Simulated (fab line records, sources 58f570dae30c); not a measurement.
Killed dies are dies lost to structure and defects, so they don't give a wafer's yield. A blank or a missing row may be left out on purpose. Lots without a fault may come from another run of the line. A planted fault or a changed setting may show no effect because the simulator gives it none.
Which tool did it? | flow berkeley_cmos170 | 13 lots, 39 wafers sampled, at 2 steps of a route of 331

WHAT THE GAUGES READ, wafer by wafer
UCB170_FIELD_THK_MEAS_90.
lot  | measured    | on            | FIELD_OXIDE_LEFT_1_THK (nm)
L502 | day 4 21:47 | film_metro-04 | 438 429 437
L504 | day 5 02:00 | film_metro-04 | 430 431 437
L503 | day 5 02:04 | film_metro-04 | 450 453 452
L505 | day 5 05:31 | film_metro-04 | 454 456 455
L506 | day 5 05:31 | film_metro-01 | 439 426 438
L510 | day 6 11:50 | film_metro-01 | 444 459 457
L509 | day 6 11:53 | film_metro-01 | 472 476 466
L511 | day 6 20:19 | film_metro-01 | 423 433 430
L512 | day 6 20:19 | film_metro-02 | 430 436 435
L520 | day 8 17:21 | film_metro-04 | 441 433 447
L521 | day 8 17:22 | film_metro-02 | 463 470 463
L524 | day 9 18:12 | film_metro-02 | 432 436 443
L525 | day 9 18:13 | film_metro-01 | 437 428 440

UCB170_NVT_OVL_MEAS_06.
lot  | measured     | on         | NVT_OVL (nm)
L502 | day 5 10:11  | overlay-02 | 6 2 4
L504 | day 5 13:21  | overlay-01 | -5 1 -8
L503 | day 5 13:38  | overlay-01 | -4 -1 0
L505 | day 5 20:08  | overlay-01 | 4 1 5
L506 | day 5 20:14  | overlay-02 | -7 -3 -3
L510 | day 7 00:20  | overlay-02 | -7 6 5
L509 | day 7 00:07  | overlay-01 | 1 0 -2
L511 | day 7 08:15  | overlay-01 | 0 3 4
L512 | day 7 08:39  | overlay-02 | 7 3 3
L520 | day 9 09:19  | overlay-02 | 0 -3 -5
L521 | day 9 09:05  | overlay-01 | 3 6 5
L524 | day 10 13:08 | overlay-01 | 1 -6 -2
L525 | day 10 12:55 | overlay-01 | 3 2 2

WHICH TOOL RAN EACH LOT (tool, then ch and the chambers of the sampled wafers, then the start)
The record holds no process step before these readings.

WHAT THE TOOLS THEMSELVES READ (means of the sampled wafers that have a number; where no wafer has one, the mark that the record gives instead)
The record holds no such reading with a usual standard deviation.

THE ANSWER, worked out from the rows above alone
Rule: what is usual is taken from the lots themselves. Put in order of their means at a reading, lots are off if they are a third of the lots or fewer, leave a main group of 4 or more, and stand apart from it by a gap of 3 or more times the standard deviation of the main group's means; of several such gaps the widest counts. A main group whose means are all the same, to the digits that the tables above print for the reading, isn't used. A lot without any number at a reading at which 4 lots or more have one is off too. The other lots that the step has rows for count as sound. The gauges are gone through in route order, then the tools' own readings, and for those a lot's mean is taken as printed above. The first step at which some lot is off is used, and at that step the reading that is off furthest; a lot without a number counts as furthest.
No lot is off at any reading shown: from this, nothing can be told.

WHAT THE SIMULATOR HAD PUT IN
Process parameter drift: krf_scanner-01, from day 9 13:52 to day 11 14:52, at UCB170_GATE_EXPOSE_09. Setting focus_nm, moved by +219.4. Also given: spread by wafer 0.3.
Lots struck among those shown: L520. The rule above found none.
